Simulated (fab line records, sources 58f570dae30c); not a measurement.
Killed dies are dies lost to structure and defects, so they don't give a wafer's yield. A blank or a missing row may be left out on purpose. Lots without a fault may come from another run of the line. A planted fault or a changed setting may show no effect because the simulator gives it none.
Which tool did it? | flow berkeley_cmos170 | 7 lots, 21 wafers sampled, at 1 step of a route of 331

WHAT THE GAUGES READ, wafer by wafer
UCB170_ACTIVE_CD_MEAS_13: target cd 1200 nm.
lot  | measured    | on        | cd_nm (nm)
L382 | day 5 17:47 | cd_sem-02 | 1198.8 1199.7 1198.2
L384 | day 6 03:53 | cd_sem-02 | 1200.3 1200.4 1198.9
L392 | day 7 00:59 | cd_sem-02 | 1199.9 1200.7 1202.0
L391 | day 7 02:02 | cd_sem-02 | 1199.9 1200.7 1200.2
L393 | day 7 15:04 | cd_sem-02 | 1201.6 1200.8 1200.5
L396 | day 8 02:16 | cd_sem-02 | 1200.5 1201.7 1201.4
L404 | day 9 16:47 | cd_sem-01 | 1201.3 1200.1 1201.1

WHICH TOOL RAN EACH LOT (tool, then ch and the chambers of the sampled wafers, then the start)
The record holds no process step before these readings.

THE ANSWER, worked out from the rows above alone
Rule: what is usual is taken from the lots themselves. Put in order of their means at a reading, lots are off if they are a third of the lots or fewer, leave a main group of 4 or more, and stand apart from it by a gap of 3 or more times the standard deviation of the main group's means; of several such gaps the widest counts. A main group whose means are all the same, to the digits that the tables above print for the reading, isn't used. A lot without any number at a reading at which 4 lots or more have one is off too. The other lots that the step has rows for count as sound.
No lot is off at any reading shown: from this, nothing can be told.

WHAT THE SIMULATOR HAD PUT IN
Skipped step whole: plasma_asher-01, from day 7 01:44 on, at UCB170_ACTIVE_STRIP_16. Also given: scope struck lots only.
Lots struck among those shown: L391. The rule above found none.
